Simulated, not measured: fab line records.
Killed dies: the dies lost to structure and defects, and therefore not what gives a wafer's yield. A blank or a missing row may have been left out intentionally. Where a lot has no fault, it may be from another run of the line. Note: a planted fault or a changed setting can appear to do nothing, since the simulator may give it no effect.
Split-lot experiment / flow berkeley-cmos170 / 23 wafers read from 5 lots, route of 331 steps

## THE SPLIT ITSELF
At UCB170_PWELL_CVD_05 (deposits Si3N4 from SiH2Cl2/NH3, target thk 220 nm, time 3300 s), the setting time-s was moved away from the recipe's 3300 s on 20 of the 23 wafers read, by +4.0% to +13.6%. This setting was run at the recipe's value on the other wafers.

There is no step in the file separating the split from the reading.

## THE READING
PWELL_NITRIDE_THK (nm), taken at UCB170_PWELL_THK_MEAS_06. Typical for fault-free wafers on this fab line: 220.3 nm, with standard deviation 2.2 nm.

wafer=L077.2; tool, chamber at the split=-, -; time-s as run, s=3432; against the recipe=+4.0%; PWELL_NITRIDE_THK, nm=227.8; against lot-mates on the recipe=no lot-mate on the recipe
wafer=L077.3; tool, chamber at the split=-, -; time-s as run, s=3432; against the recipe=+4.0%; PWELL_NITRIDE_THK, nm=227.9; against lot-mates on the recipe=no lot-mate on the recipe
wafer=L077.4; tool, chamber at the split=-, -; time-s as run, s=3432; against the recipe=+4.0%; PWELL_NITRIDE_THK, nm=228.5; against lot-mates on the recipe=no lot-mate on the recipe
wafer=L077.5; tool, chamber at the split=-, -; time-s as run, s=3432; against the recipe=+4.0%; PWELL_NITRIDE_THK, nm=228.5; against lot-mates on the recipe=no lot-mate on the recipe
wafer=L077.6; tool, chamber at the split=-, -; time-s as run, s=3432; against the recipe=+4.0%; PWELL_NITRIDE_THK, nm=227.1; against lot-mates on the recipe=no lot-mate on the recipe
wafer=L078.1; tool, chamber at the split=-, -; time-s as run, s=3529; against the recipe=+6.9%; PWELL_NITRIDE_THK, nm=236.9; against lot-mates on the recipe=no lot-mate on the recipe
wafer=L078.2; tool, chamber at the split=-, -; time-s as run, s=3529; against the recipe=+6.9%; PWELL_NITRIDE_THK, nm=237.7; against lot-mates on the recipe=no lot-mate on the recipe
wafer=L078.3; tool, chamber at the split=-, -; time-s as run, s=3529; against the recipe=+6.9%; PWELL_NITRIDE_THK, nm=235.6; against lot-mates on the recipe=no lot-mate on the recipe
wafer=L078.4; tool, chamber at the split=-, -; time-s as run, s=3529; against the recipe=+6.9%; PWELL_NITRIDE_THK, nm=237.2; against lot-mates on the recipe=no lot-mate on the recipe
wafer=L078.5; tool, chamber at the split=-, -; time-s as run, s=3529; against the recipe=+6.9%; PWELL_NITRIDE_THK, nm=233.8; against lot-mates on the recipe=no lot-mate on the recipe
wafer=L083.1; tool, chamber at the split=-, -; time-s as run, s=3749; against the recipe=+13.6%; PWELL_NITRIDE_THK, nm=245.8; against lot-mates on the recipe=no lot-mate on the recipe
wafer=L083.2; tool, chamber at the split=-, -; time-s as run, s=3749; against the recipe=+13.6%; PWELL_NITRIDE_THK, nm=245.6; against lot-mates on the recipe=no lot-mate on the recipe
wafer=L083.3; tool, chamber at the split=-, -; time-s as run, s=3749; against the recipe=+13.6%; PWELL_NITRIDE_THK, nm=246.5; against lot-mates on the recipe=no lot-mate on the recipe
wafer=L083.5; tool, chamber at the split=-, -; time-s as run, s=3749; against the recipe=+13.6%; PWELL_NITRIDE_THK, nm=245.6; against lot-mates on the recipe=no lot-mate on the recipe
wafer=L083.6; tool, chamber at the split=-, -; time-s as run, s=3749; against the recipe=+13.6%; PWELL_NITRIDE_THK, nm=246.3; against lot-mates on the recipe=no lot-mate on the recipe
wafer=L082.2; tool, chamber at the split=lpcvd-02, 0; time-s as run, s=3300; against the recipe=recipe; PWELL_NITRIDE_THK, nm=222.8; against lot-mates on the recipe=-
wafer=L082.4; tool, chamber at the split=lpcvd-02, 0; time-s as run, s=3300; against the recipe=recipe; PWELL_NITRIDE_THK, nm=220.3; against lot-mates on the recipe=-
wafer=L082.5; tool, chamber at the split=lpcvd-02, 0; time-s as run, s=3300; against the recipe=recipe; PWELL_NITRIDE_THK, nm=224.2; against lot-mates on the recipe=-
wafer=L084.1; tool, chamber at the split=-, -; time-s as run, s=3535; against the recipe=+7.1%; PWELL_NITRIDE_THK, nm=235.3; against lot-mates on the recipe=no lot-mate on the recipe
wafer=L084.2; tool, chamber at the split=-, -; time-s as run, s=3535; against the recipe=+7.1%; PWELL_NITRIDE_THK, nm=237.0; against lot-mates on the recipe=no lot-mate on the recipe
wafer=L084.4; tool, chamber at the split=-, -; time-s as run, s=3535; against the recipe=+7.1%; PWELL_NITRIDE_THK, nm=235.8; against lot-mates on the recipe=no lot-mate on the recipe
wafer=L084.5; tool, chamber at the split=-, -; time-s as run, s=3535; against the recipe=+7.1%; PWELL_NITRIDE_THK, nm=237.0; against lot-mates on the recipe=no lot-mate on the recipe
wafer=L084.6; tool, chamber at the split=-, -; time-s as run, s=3535; against the recipe=+7.1%; PWELL_NITRIDE_THK, nm=234.8; against lot-mates on the recipe=no lot-mate on the recipe

FIT RESULTS
A straight line over all 23 wafers: PWELL_NITRIDE_THK changes by +1.78 nm for each +1% of time-s; r = +0.98; the points scatter about the line by 1.6 nm.
Too few moved wafers have a lot-mate on the recipe to fit a line with each lot's own level taken away.

## THE WHOLE CHAIN: every reading that the file lists as answering this split, in the file's order
step=UCB170_PWELL_CVD_05; what it does=deposits Si3N4 from SiH2Cl2/NH3, target thk 220 nm, time 3300 s; reading=Si3N4_of_PWELL_CVD_05.thk-nm (the simulator's own value, which no gauge read); change (the file's fit)=+1.79 nm for each +1% of the setting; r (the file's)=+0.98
step=UCB170_PWELL_THK_MEAS_06; what it does=; reading=PWELL_NITRIDE_THK; change (the file's fit)=+1.78 for each +1% of the setting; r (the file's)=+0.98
step=UCB170_PWELL_ETCH_14; what it does=etches Si3N4 in CH3F/Ar/O2, stops on SiO2, target depth 242 nm, time 151 s; reading=etch.depth-nm (the simulator's own value, which no gauge read); change (the file's fit)=+1.88 nm for each +1% of the setting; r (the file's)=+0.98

## FILE'S OWN FIT
PWELL_NITRIDE_THK changes by +1.78 nm for each +1% of time-s, r = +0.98.
